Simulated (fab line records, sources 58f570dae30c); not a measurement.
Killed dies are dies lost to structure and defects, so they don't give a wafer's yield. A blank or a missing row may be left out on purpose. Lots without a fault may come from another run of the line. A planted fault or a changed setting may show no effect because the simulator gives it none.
fab line records | flow berkeley_cmos170
record lots=14 wafers=42 last_day=11
route steps=331 shown ZERO@13 PLDD@155 NLDD@168 PSD@182 CONTACT@218
lots that met no fault: from a run of the same line without faults
start_h: hours from the record's first day to the start of the lot's first wafer shown | wait_h: hours since the lot's step before | " the same as in the row above | L1.1+2: a row that stands for several wafers | - no value, or no start given | * or withheld: withheld | < > ~ a bound
route shown NAME@n: a module of which the file shows steps, and the number in the route of the first | usual: mean/standard deviation of fault-free wafers | same: alike in all rows | chamber/n: place in a boat | sites: the reading at each site | _std_site: their standard deviation | _edge_site: outer sites' mean less inner sites' | radius_mm: how far each site lies from the wafer's centre | mask NAME#n: copy n | behind: the tool/chamber that last shaped the wafer | hold: why the lot was held/for how many hours/how that ended | device: the transistor (n, p or np) that didn't switch | end of line: the same wafers' tests at the end of the route | a step without rows: its recipe alone | killed: dies lost to structure and defects at the first sort, not the wafer's yield | map: a wafer's dies, x killed, . not, _ none there
set.NAME: the setting as run; set.NAME@STEP: as run at that earlier step | model.NAME: the simulator's own value behind a step, which no gauge read
steps of the route over a sample of lots; a table a step, a row a wafer
services: from which hour (start_h, from the record's first day; less than 0 if before it) a tool's chamber was out of use, for how many hours, and why
## steps
# step UCB170_ZERO_STRIP_07
# recipe chemistry=O2 power_w=400 pressure_mtorr=3500 platen_temp_c=withheld o2_flow_sccm=400 overash_fraction=0.5
# usual chamber_pressure_mTorr=3500/3.1 drypump_motor_current_A=5.7/0.33 oes_product_au=0.728/0.0044 strip_time_to_endpoint_s=21.47/0.054
# same overash_fraction=0.5
# columns lot.wafer tool chamber start_h wait_h chamber_pressure_mTorr drypump_motor_current_A oes_product_au rf_hours_counter_h strip_time_to_endpoint_s
L840.2 plasma_asher-04 1 17.01 0.0 3504 6.1 0.732 29 21.46
L840.3 " 0 " " 3502 5.5 0.726 - 21.42
L840.6 " 0 " " 3503 5.5 0.727 - 21.50
L841.2 plasma_asher-02 0 22.57 0.0 3504 5.8 0.730 31 21.48
L841.3 " 1 " " 3495 5.0 0.734 - 21.48
L841.6 " 1 " " 3498 5.0 0.730 - 21.44
L842.3 plasma_asher-04 1 31.23 0.0 3493 6.0 0.724 - 21.59
L842.5 " 0 " " 3504 5.5 0.728 - 21.56
L842.6 " 1 " " 3501 6.0 0.732 - 21.58
L843.1 plasma_asher-02 0 33.12 0.0 3502 5.7 0.719 32 21.42
L843.2 " 1 " " 3500 5.1 0.730 32 21.42
L843.5 " 1 " " 3494 5.0 0.717 - 21.42
L844.2 plasma_asher-04 0 39.15 0.0 3500 5.5 0.726 31 21.48
L844.4 " 1 " " 3500 6.0 0.728 - 21.51
L844.6 " 0 " " 3498 5.5 0.727 - 21.53
L847.1 plasma_asher-04 1 55.56 0.0 3505 6.0 0.732 33 21.35
L847.2 " 0 " " 3499 5.5 0.724 33 21.47
L847.6 " 1 " " 3499 6.0 0.733 - 21.49
L849.2 plasma_asher-04 0 64.22 0.0 3499 5.5 0.737 34 21.49
L849.4 " 0 " " 3502 5.5 0.731 - 21.48
L849.5 " 1 " " 3499 6.0 0.720 - 21.46
L854.2 plasma_asher-04 1 91.24 0.0 3504 6.0 0.735 37 21.48
L854.3 " 0 " " 3499 5.5 0.723 - 21.46
L854.5 " 0 " " 3505 5.5 0.735 - 21.51
L855.1 plasma_asher-04 0 93.52 0.0 3505 5.5 0.726 37 21.46
L855.2 " 1 " " 3500 6.1 0.723 37 21.47
L855.5 " 1 " " 3507 6.0 0.734 - 21.49
L856.2 plasma_asher-04 1 98.34 0.0 3501 6.1 0.728 38 21.47
L856.3 " 0 " " 3502 5.5 0.724 - 21.59
L856.6 " 1 " " 3503 6.1 0.726 - 21.48
L857.1 plasma_asher-01 1 104.93 0.0 3500 6.0 0.719 32 21.45
L857.2 " 0 " " 3505 5.5 0.727 32 21.49
L857.5 " 0 " " 3497 5.5 0.718 - 21.38
L861.1 plasma_asher-04 1 125.12 0.0 3496 6.1 0.727 41 21.43
L861.3 " 1 " " 3499 6.1 0.723 - 21.42
L861.5 " 0 " " 3502 5.5 0.725 - 21.44
L862.2 plasma_asher-01 1 129.79 0.0 3502 6.0 0.730 35 21.55
L862.4 " 1 " " 3499 5.9 0.732 - 21.52
L862.5 " 1 " " 3498 6.0 0.731 - 21.54
L863.1 plasma_asher-04 1 136.30 0.0 3500 6.0 0.728 42 21.48
L863.3 " 0 " " 3499 5.5 0.728 - 21.52
L863.5 " 0 " " 3500 5.5 0.724 - 21.44
# step UCB170_PLDD_STRIP_10
# recipe chemistry=O2 power_w=400 pressure_mtorr=3500 platen_temp_c=withheld o2_flow_sccm=400 overash_fraction=0.5
# usual chamber_pressure_mTorr=3500/3.7 drypump_motor_current_A=5.6/0.34 oes_product_au=0.734/0.0045 overash_fraction=0.5/0 strip_time_to_endpoint_s=21.63/0.049
# columns lot.wafer tool chamber start_h wait_h chamber_pressure_mTorr drypump_motor_current_A oes_product_au overash_fraction rf_hours_counter_h strip_time_to_endpoint_s
L841.2 plasma_asher-01 1 127.73 0.1 3495 6.0 0.727 0.5 35 21.75
L841.3 " 1 " " 3502 5.9 0.733 0.5 - 21.75
L841.6 " 0 " " 3496 5.5 0.742 0.5 - 21.74
L840.2 plasma_asher-04 1 128.00 0.1 3502 6.0 0.745 0.5 42 21.58
L840.3 " 0 " " 3496 5.5 0.728 0.5 - 21.57
L840.6 " 0 " " 3507 5.5 0.743 0.5 - 21.61
L842.3 plasma_asher-02 0 128.38 0.1 3497 5.8 0.740 0.5 - 21.66
L842.5 " 1 " " 3497 5.0 0.725 0.5 - 21.64
L842.6 " 0 " " 3505 5.8 0.739 0.5 - 21.67
L843.1 plasma_asher-04 0 141.77 0.1 3499 5.5 0.736 0.5 43 21.63
L843.2 " 1 " " 3499 6.1 0.731 0.5 43 21.62
L843.5 " 1 " " 3496 6.1 0.733 0.5 - 21.68
L844.2 plasma_asher-02 1 142.17 0.1 3492 5.0 0.729 0.5 44 21.68
L844.4 " 0 " " 3502 5.8 0.728 0.5 - 21.60
L844.6 " 0 " " 3499 5.8 0.734 0.5 - 21.65
L847.1 plasma_asher-01 0 168.42 0.1 3496 5.5 0.736 0.5 41 21.60
L847.2 " 1 " " 3504 6.0 0.736 0.5 41 21.62
L847.6 " 0 " " 3503 5.5 0.736 0.5 - 21.60
L849.2 plasma_asher-04 0 168.53 0.1 3498 5.5 0.741 0.5 46 21.62
L849.4 " 0 " " 3498 5.5 0.725 0.5 - 21.63
L849.5 " 0 " " 3502 5.5 0.734 0.5 - 21.58
L854.2 plasma_asher-02 0 192.89 0.1 3495 5.8 0.738 0.5 50 21.62
L854.3 " 0 " " 3499 5.8 0.734 0.5 - 21.58
L854.5 " 1 " " 3500 5.1 0.733 0.5 - 21.61
L857.1 plasma_asher-01 1 197.51 0.1 - - - - - -
L857.2 " 0 " " - - - - - -
L857.5 " 0 " " - - - - - -
L856.2 plasma_asher-01 1 197.87 0.1 - - - - - -
L856.3 " 0 " " - - - - - -
L856.6 " 0 " " - - - - - -
L855.1 plasma_asher-02 1 198.11 0.1 3499 5.0 0.734 0.5 50 21.62
L855.2 " 0 " " 3504 5.8 0.742 0.5 50 21.60
L855.5 " 1 " " 3500 5.0 0.736 0.5 - 21.66
L863.1 plasma_asher-04 0 232.07 0.1 3504 5.4 0.735 0.5 53 21.64
L863.3 " 0 " " 3495 5.5 0.740 0.5 - 21.60
L863.5 " 0 " " 3500 5.5 0.736 0.5 - 21.62
L861.1 plasma_asher-01 0 232.23 0.1 3500 5.5 0.735 0.5 48 21.59
L861.3 " 0 " " 3502 5.5 0.735 0.5 - 21.56
L861.5 " 0 " " 3502 5.6 0.736 0.5 - 21.63
L862.2 plasma_asher-02 1 232.51 0.1 3501 5.0 0.725 0.5 54 21.75
L862.4 " 0 " " 3498 5.8 0.736 0.5 - 21.67
L862.5 " 0 " " 3498 5.8 0.731 0.5 - 21.66
# step UCB170_NLDD_STRIP_10
# recipe chemistry=O2 power_w=400 pressure_mtorr=3500 platen_temp_c=withheld o2_flow_sccm=400 overash_fraction=0.5
# usual chamber_pressure_mTorr=3500/3.4 drypump_motor_current_A=5.69/0.29 oes_product_au=0.734/0.0047 strip_time_to_endpoint_s=21.63/0.066
# same overash_fraction=0.5
# columns lot.wafer tool chamber start_h wait_h chamber_pressure_mTorr drypump_motor_current_A oes_product_au rf_hours_counter_h strip_time_to_endpoint_s
L841.2 plasma_asher-03 1 129.65 0.1 3494 5.30 0.742 1 21.61
L841.3 " 1 " " 3499 5.24 0.732 - 21.64
L841.6 " 1 " " 3501 5.27 0.735 - 21.61
L840.2 plasma_asher-01 1 130.10 0.1 3495 5.97 0.735 36 21.56
L840.3 " 1 " " 3497 6.00 0.729 - 21.61
L840.6 " 0 " " 3498 5.55 0.737 - 21.58
L842.3 plasma_asher-01 0 130.69 0.1 3501 5.56 0.737 - 21.76
L842.5 " 1 " " 3499 5.99 0.749 - 21.72
L842.6 " 0 " " 3505 5.55 0.735 - 21.70
L843.1 plasma_asher-04 0 143.73 0.1 3501 5.49 0.739 43 21.64
L843.2 " 1 " " 3501 6.01 0.738 43 21.61
L843.5 " 1 " " 3505 6.04 0.730 - 21.64
L844.2 plasma_asher-04 1 144.10 0.1 3499 6.08 0.734 44 21.55
L844.4 " 0 " " 3503 5.48 0.731 - 21.60
L844.6 " 0 " " 3497 5.47 0.729 - 21.63
L847.1 plasma_asher-03 0 170.59 0.1 3500 5.83 0.733 5 21.62
L847.2 " 1 " " 3503 5.24 0.730 5 21.62
L847.6 " 1 " " 3501 5.24 0.727 - 21.57
L849.2 plasma_asher-04 0 170.89 0.1 3493 5.50 0.739 46 21.63
L849.4 " 0 " " 3495 5.45 0.741 - 21.73
L849.5 " 0 " " 3500 5.49 0.737 - 21.61
L854.2 plasma_asher-04 0 197.03 0.1 3494 5.45 0.735 49 21.63
L854.3 " 1 " " 3498 6.02 0.728 - 21.59
L854.5 " 0 " " 3502 5.47 0.733 - 21.59
L857.1 plasma_asher-04 0 199.97 0.1 3496 5.49 0.737 49 47.79
L857.2 " 1 " " 3505 6.03 0.739 49 47.80
L857.5 " 1 " " 3504 6.03 0.738 - 47.85
L856.2 plasma_asher-03 0 200.24 0.1 3499 5.77 0.742 9 47.81
L856.3 " 1 " " 3500 5.26 0.735 - 47.86
L856.6 " 0 " " 3502 5.78 0.738 - 47.82
L855.1 plasma_asher-04 1 200.52 0.1 3498 6.05 0.727 49 21.58
L855.2 " 0 " " 3503 5.45 0.731 49 21.54
L855.5 " 0 " " 3494 5.49 0.733 - 21.60
L863.1 plasma_asher-01 0 234.46 0.1 3499 5.54 0.727 49 21.66
L863.3 " 0 " " 3504 5.51 0.735 - 21.67
L863.5 " 1 " " 3497 6.04 0.747 - 21.68
L861.1 plasma_asher-03 0 235.01 0.1 3501 5.85 0.741 13 21.70
L861.3 " 0 " " 3500 5.86 0.742 - 21.70
L861.5 " 0 " " 3498 5.83 0.732 - 21.67
L862.2 plasma_asher-04 0 235.15 0.1 3502 5.45 0.732 53 21.63
L862.4 " 1 " " 3502 6.08 0.734 - 21.63
L862.5 " 0 " " 3498 5.46 0.730 - 21.60
# step UCB170_NLDD_TW_MEAS_11
# usual NLDD_TW=2208/17
# columns lot.wafer tool chamber start_h wait_h hold NLDD_TW
L841.2 film_metro-03 - 129.76 0.1 - 2218
L841.3 " - " " - 2222
L841.6 " - " " - 2220
L840.2 film_metro-02 - 130.21 0.1 - 2192
L840.3 " - " " - 2197
L840.6 " - " " - 2201
L842.3 film_metro-03 - 130.77 0.1 - 2220
L842.5 " - " " - 2216
L842.6 " - " " - 2219
L843.1 film_metro-02 - 143.83 0.1 - 2192
L843.2 " - " " - 2198
L843.5 " - " " - 2182
L844.2 film_metro-03 - 144.21 0.1 - 2215
L844.4 " - " " - 2212
L844.6 " - " " - 2217
L847.1 film_metro-02 - 170.69 0.1 - 2188
L847.2 " - " " - 2178
L847.6 " - " " - 2181
L849.2 film_metro-04 - 171.00 0.1 - 2214
L849.4 " - " " - 2215
L849.5 " - " " - 2228
L854.2 film_metro-04 - 197.14 0.1 - 2233
L854.3 " - " " - 2227
L854.5 " - " " - 2222
L857.1 film_metro-03 - 200.07 0.1 await_dispo/0.2h/release 30
L857.2 " - " " await_dispo/0.2h/release 30
L857.5 " - " " await_dispo/0.2h/release 30
L857.1 film_metro-03 - 200.29 0.2 - 30
L857.2 " - " " - 30
L857.5 " - " " - 30
L856.2 film_metro-04 - 200.35 0.1 await_dispo/0.2h/release 30
L856.3 " - " " await_dispo/0.2h/release 30
L856.6 " - " " await_dispo/0.2h/release 30
L856.2 film_metro-04 - 200.58 0.2 - 30
L856.3 " - " " - 30
L856.6 " - " " - 30
L855.1 film_metro-03 - 200.62 0.1 - 2217
L855.2 " - " " - 2224
L855.5 " - " " - 2207
L863.1 film_metro-02 - 234.56 0.1 - 2174
L863.3 " - " " - 2170
L863.5 " - " " - 2187
L861.1 film_metro-04 - 235.11 0.1 - 2216
L861.3 " - " " - 2207
L861.5 " - " " - 2216
L862.2 film_metro-04 - 235.26 0.1 - 2214
L862.4 " - " " - 2217
L862.5 " - " " - 2220
# step UCB170_PSD_OVL_MEAS_07
# usual PSD_OVL=1/5
# columns lot.wafer tool chamber start_h wait_h PSD_OVL[nm]
L841.2 overlay-02 - 135.52 0.1 11
L841.3 " - " " 1
L841.6 " - " " 5
L840.2 overlay-01 - 135.65 0.1 3
L840.3 " - " " 4
L840.6 " - " " 6
L842.3 overlay-02 - 135.80 0.1 -4
L842.5 " - " " -3
L842.6 " - " " -3
L843.1 overlay-02 - 148.15 0.1 5
L843.2 " - " " 3
L843.5 " - " " 8
L844.2 overlay-01 - 148.43 0.1 4
L844.4 " - " " 8
L844.6 " - " " 9
L847.1 overlay-01 - 177.32 0.1 7
L847.2 " - " " 11
L847.6 " - " " 5
L849.2 overlay-02 - 177.47 0.1 -4
L849.4 " - " " -4
L849.5 " - " " 0
L854.2 overlay-02 - 202.32 0.1 -1
L854.3 " - " " 3
L854.5 " - " " 8
L855.1 overlay-02 - 207.58 0.1 -2
L855.2 " - " " -2
L855.5 " - " " -2
L862.2 overlay-02 - 241.69 0.1 -5
L862.4 " - " " -4
L862.5 " - " " 1
L863.1 overlay-01 - 241.73 0.1 8
L863.3 " - " " -2
L863.5 " - " " -4
L861.1 overlay-02 - 241.96 0.1 10
L861.3 " - " " 6
L861.5 " - " " 0
# step UCB170_CONTACT_THK_MEAS_02
# recipe reads=PSG_of_CONTACT_CVD_01
# usual CONTACT_PSG_THK=703/7
# columns lot.wafer tool chamber start_h wait_h CONTACT_PSG_THK[nm]
L841.2 film_metro-04 - 141.58 0.0 709
L841.3 " - " " 711
L841.6 " - " " 707
L840.2 film_metro-01 - 142.61 0.0 699
L840.3 " - " " 707
L840.6 " - " " 705
L842.3 film_metro-03 - 143.37 0.0 711
L842.5 " - " " 711
L842.6 " - " " 707
L843.1 film_metro-04 - 154.54 0.0 701
L843.2 " - " " 693
L843.5 " - " " 694
L844.2 film_metro-03 - 154.55 0.0 715
L844.4 " - " " 709
L844.6 " - " " 709
L847.1 film_metro-03 - 184.06 0.0 698
L847.2 " - " " 701
L847.6 " - " " 700
L849.2 film_metro-03 - 186.15 0.0 700
L849.4 " - " " 701
L849.5 " - " " 698
L854.2 film_metro-01 - 208.34 0.0 707
L854.3 " - " " 705
L854.5 " - " " 708
L855.1 film_metro-03 - 214.92 0.1 699
L855.2 " - " " 697
L855.5 " - " " 702
L863.1 film_metro-04 - 249.39 0.0 715
L863.3 " - " " 713
L863.5 " - " " 714
L861.1 film_metro-01 - 249.41 0.0 712
L861.3 " - " " 697
L861.5 " - " " 707
L862.2 film_metro-04 - 249.46 0.1 708
L862.4 " - " " 714
L862.5 " - " " 707
## services
# columns tool chamber start_h hours kind
plasma_asher-02 - 9.33 2.3 repair
plasma_asher-04 - 32.81 2.2 repair
plasma_asher-01 - 42.06 2.8 pm
plasma_asher-03 - 108.75 9.0 pm
plasma_asher-03 0 108.75 9.0 vent_cycle
plasma_asher-03 1 108.75 9.0 vent_cycle
plasma_asher-03 0 117.75 - clean
plasma_asher-03 1 117.75 - clean
plasma_asher-03 - 139.28 9.0 repair
plasma_asher-04 - 160.27 5.2 repair
## key
first_sign step=UCB170_PLDD_STRIP_10 reading=tool_record direction=missing
effect step=UCB170_NLDD_STRIP_10 reading=strip_time_to_endpoint_s direction=up sigmas=99+ usual=* struck=*
effect step=UCB170_NLDD_TW_MEAS_11 reading=visit direction=added
effect step=UCB170_NLDD_TW_MEAS_11 reading=NLDD_TW direction=down sigmas=99+ usual=2208 struck=30
met_at UCB170_PLDD_STRIP_10
struck_lots L856,L857
scrapped_behind UCB170_NLDD_TW_MEAS_11 L856.2,L856.3,L856.6,L857.1,L857.2,L857.5
not_acting_at UCB170_ZERO_STRIP_07,UCB170_PSD_OVL_MEAS_07,UCB170_CONTACT_THK_MEAS_02
onset_between 168.42 197.51
fault kind=skipped_step_whole tool=plasma_asher-01 chamber=- onset_h=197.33 steps=UCB170_PLDD_STRIP_10 scope=struck_lots_only
